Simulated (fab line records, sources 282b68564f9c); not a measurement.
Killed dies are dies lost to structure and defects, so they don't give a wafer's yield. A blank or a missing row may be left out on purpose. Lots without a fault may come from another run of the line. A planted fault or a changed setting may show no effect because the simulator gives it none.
Which tool did it? | flow rit_cmos | 15 lots, 45 wafers sampled, at 4 steps of a route of 202

WHAT THE GAUGES READ, wafer by wafer
RIT_FOX1_THK_MEAS_01. Usual: FOX1_OXIDE_THK 352 nm, standard deviation 6.8.
lot  | measured    | on            | FOX1_OXIDE_THK (nm) | flag
L628 | day 1 20:17 | film_metro-02 | 352 349 348         |
L630 | day 2 03:07 | film_metro-03 | 360 351 357         |
L631 | day 2 09:28 | film_metro-01 | 350 350 351         |
L634 | day 3 00:13 | film_metro-01 | 337 340 342         |
L635 | day 3 05:33 | film_metro-03 | 355 350 357         |
L636 | day 3 10:22 | film_metro-03 | 361 354 355         |
L637 | day 3 14:32 | film_metro-03 | 346 346 353         |
L639 | day 4 02:20 | film_metro-02 | 341 345 346         |
L640 | day 4 06:14 | film_metro-03 | 345 345 345         |
L641 | day 4 11:24 | film_metro-02 | 357 358 356         |
L643 | day 4 20:46 | film_metro-02 | 356 353 355         |
L644 | day 5 02:42 | film_metro-01 | 357 359 355         |
L645 | day 5 08:50 | film_metro-03 | 353 357 356         |
L650 | day 6 09:22 | film_metro-02 | 350 344 342         |
L651 | day 6 15:15 | film_metro-03 | 342 344 341         |

RIT_PRETRO_OVL_MEAS_06. Usual: PRETRO_OVL 0.3 nm, standard deviation 1.3.
lot  | measured    | on         | PRETRO_OVL (nm) | flag
L628 | day 2 10:59 | overlay-02 | -0.8 -0.1 -1.3  |
L630 | day 2 17:22 | overlay-01 | 0.8 0.2 0.0     |
L631 | day 2 22:55 | overlay-02 | -3.3 -3.0 -1.6  |
L634 | day 3 14:45 | overlay-02 | 0.0 1.6 -0.6    |
L635 | day 3 19:44 | overlay-02 | 0.4 0.2 0.1     |
L636 | day 4 00:54 | overlay-01 | -0.6 -1.2 0.0   |
L637 | day 4 04:05 | overlay-01 | 1.8 1.2 -0.9    |
L639 | day 4 16:07 | overlay-01 | -0.3 1.5 -0.2   |
L640 | day 4 21:19 | overlay-02 | 1.3 2.5 3.9     |
L641 | day 5 00:59 | overlay-02 | 0.5 -0.3 0.7    |
L643 | day 5 11:41 | overlay-02 | 1.1 0.4 1.8     |
L644 | day 5 16:43 | overlay-02 | -1.0 -1.3 1.3   |
L645 | day 5 23:07 | overlay-01 | 0.2 -0.2 -0.5   |
L650 | day 7 03:22 | overlay-02 | 0.5 0.7 0.8     |
L651 | day 7 21:05 | overlay-02 | -0.1 0.5 0.3    |

RIT_CONTACT_THK_MEAS_01. Usual: CONTACT_TEOS_THK 401 nm, standard deviation 5.
lot  | measured    | on            | CONTACT_TEOS_THK (nm) | flag
L628 | day 3 07:13 | film_metro-01 | 404 408 405           |
L630 | day 3 14:26 | film_metro-01 | 394 404 401           |
L631 | day 3 19:49 | film_metro-01 | 403 396 404           |
L634 | day 4 11:23 | film_metro-04 | 399 406 405           |
L635 | day 4 18:13 | film_metro-01 | 396 403 404           |
L636 | day 4 20:35 | film_metro-04 | 395 402 406           |
L637 | day 4 23:56 | film_metro-03 | 400 405 407           |
L639 | day 5 15:56 | film_metro-04 | 398 403 413           |
L640 | day 5 18:59 | film_metro-01 | 405 400 410           |
L641 | day 5 21:08 | film_metro-03 | 397 394 399           |
L643 | day 6 07:49 | film_metro-04 | 397 394 402           |
L644 | day 6 14:40 | film_metro-04 | 394 402 401           |
L645 | day 7 04:10 | film_metro-01 | 403 412 407           |
L650 | day 8 16:52 | film_metro-01 | 394 402 404           |
L651 | day 9 01:45 | film_metro-04 | 398 385 393           |

WHICH TOOL RAN EACH LOT (tool, then ch and the chambers of the sampled wafers, then the start)
lot  | RIT_ACTIVE_SOFTBAKE_07
L628 | litho_track-04 ch 0, day 1 17:25
L630 | litho_track-01 ch 0, day 2 00:05
L631 | litho_track-04 ch 0, day 2 04:55
L634 | litho_track-01 ch 0, day 2 20:03
L635 | litho_track-03 ch 0, day 3 00:55
L636 | litho_track-04 ch 0, day 3 06:37
L637 | litho_track-03 ch 0, day 3 10:56
L639 | litho_track-01 ch 0, day 3 20:55
L640 | litho_track-01 ch 0, day 4 03:00
L641 | litho_track-01 ch 0, day 4 07:35
L643 | litho_track-03 ch 0, day 4 16:56
L644 | litho_track-01 ch 0, day 4 23:45
L645 | litho_track-01 ch 0, day 5 05:01
L650 | litho_track-03 ch 0, day 6 04:03
L651 | litho_track-04 ch 0, day 6 09:54
- RIT_ACTIVE_SOFTBAKE_07: time 60 s.

WHAT THE TOOLS THEMSELVES READ (means of the sampled wafers that have a number; where no wafer has one, the mark that the record gives instead)
RIT_ACTIVE_SOFTBAKE_07. Usual: heater_power_total_W 34.56 W, standard deviation 0.048; plate_temp_C 90.00 C, standard deviation 0.12; resist_line_temp_C 23.00 C, standard deviation 0.12.
lot  | tool           | heater_power_total_W (W) | plate_temp_C (C) | resist_line_temp_C (C) | flag
L628 | litho_track-04 | 34.58                    | 89.80            | 22.97                  |
L630 | litho_track-01 | 34.52                    | 90.01            | 22.88                  |
L631 | litho_track-04 | 34.55                    | 90.09            | 23.02                  |
L634 | litho_track-01 | 34.59                    | 90.01            | 23.12                  |
L635 | litho_track-03 | 34.48                    | 90.13            | 23.06                  |
L636 | litho_track-04 | 34.56                    | 90.00            | 22.96                  |
L637 | litho_track-03 | 34.53                    | 90.04            | 22.90                  |
L639 | litho_track-01 | 34.56                    | 89.97            | 22.85                  |
L640 | litho_track-01 | 34.52                    | 90.03            | 23.01                  |
L641 | litho_track-01 | 35.30                    | 91.37            | 23.18                  | OFF
L643 | litho_track-03 | 34.60                    | 89.97            | 23.01                  |
L644 | litho_track-01 | 35.30                    | 91.35            | 23.05                  | OFF
L645 | litho_track-01 | 35.29                    | 91.13            | 22.86                  | OFF
L650 | litho_track-03 | 34.57                    | 89.90            | 23.21                  |
L651 | litho_track-04 | 34.56                    | 89.93            | 22.94                  |

THE ANSWER, worked out from the rows above alone
Rule: a lot is off if the mean of its wafers that have a number lies more than 3 standard deviations from the usual mean. A lot without any number at a reading at which 4 lots or more have one is off too. The other lots that the step has rows for count as sound. The gauges are gone through in route order, then the tools' own readings, and for those a lot's mean is taken as printed above. The first step at which some lot is off is used, and at that step the reading that is off furthest; a lot without a number counts as furthest.
Off: L641, L644, L645, at RIT_ACTIVE_SOFTBAKE_07 (heater_power_total_W).
A tool fits if, at that step or a process step before it, it ran every lot that is off, and no sound lot after the first of them. One fits: litho_track-01 at RIT_ACTIVE_SOFTBAKE_07. Its last sound lot is L640 (day 4 03:00), its first lot that is off L641 (day 4 07:35): a fault that began between those two fits.
The tool's own readings at RIT_ACTIVE_SOFTBAKE_07 bear it out: on the lots that are off they differ by more than 5 times the standard deviation of the sound lots' means. heater_power_total_W reads 35.30 W there against 34.55 W on the sound lots; plate_temp_C reads 91.28 C there against 89.99 C on the sound lots.

WHAT THE SIMULATOR HAD PUT IN
Process parameter drift: litho_track-01, from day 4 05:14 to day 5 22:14, at RIT_ACTIVE_SOFTBAKE_07. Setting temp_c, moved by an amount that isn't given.
Lots struck among those shown: L641, L644, L645. The rule above found the same.
